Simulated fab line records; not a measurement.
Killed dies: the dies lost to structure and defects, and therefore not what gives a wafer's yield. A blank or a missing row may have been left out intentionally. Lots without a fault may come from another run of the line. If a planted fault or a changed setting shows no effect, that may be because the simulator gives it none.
What tool caused it? ; flow rit cmos ; 18 wafers from 6 lots sampled at 2 of the route's 202 steps

WHAT THE GAUGES SHOWED, per wafer
RIT_SDANNEAL_RS_MEAS_04: measures by four-point-probe.
lot;measured;on;PSD_RS (ohm/sq)
L289;day 3 10:35;film metro-03;115.48 115.70 115.67
L291;day 3 21:59;film metro-01;115.62 116.07 115.90
L298;day 5 10:38;film metro-04;116.00 115.87 116.18
L303;day 6 12:41;film metro-03;116.00 116.18 116.12
L306;day 7 14:16;film metro-03;116.13 115.96 116.08
L311;day 8 15:26;film metro-04;115.86 116.06 115.63

TOOL THAT RAN EACH LOT (tool first, then ch and the chambers of the sampled wafers, then the start)
lot;RIT_SDANNEAL_RTA_03
L289;rtp anneal-02 ch 0, day 3 10:31
L291;rtp anneal-02 ch 0, day 3 21:56
L298;rtp anneal-01 ch 0, day 5 10:34
L303;rtp anneal-01 ch 0, day 6 12:37
L306;rtp anneal-01 ch 0, day 7 14:13
L311;rtp anneal-01 ch 0, day 8 15:22
- RIT_SDANNEAL_RTA_03: time 5 s.

THE ANSWER, worked out from the rows above alone
Rule: the lots themselves supply what counts as usual. The widest of any qualifying gaps counts: lots, ordered by their means at a reading, are off when they make up no more than a third of the lots, leave a main group of 4 or more, and stand apart from it by 3 or more times the standard deviation of that group's means. A main group whose means are all the same, to the digits that the tables above print for the reading, isn't used. A lot without any number at a reading at which 4 lots or more have one is off too. Any other lot the step has rows for is counted as sound.
No lot is off at any reading shown: from this, nothing can be told.

WHAT HAD BEEN PUT IN BY THE SIMULATOR
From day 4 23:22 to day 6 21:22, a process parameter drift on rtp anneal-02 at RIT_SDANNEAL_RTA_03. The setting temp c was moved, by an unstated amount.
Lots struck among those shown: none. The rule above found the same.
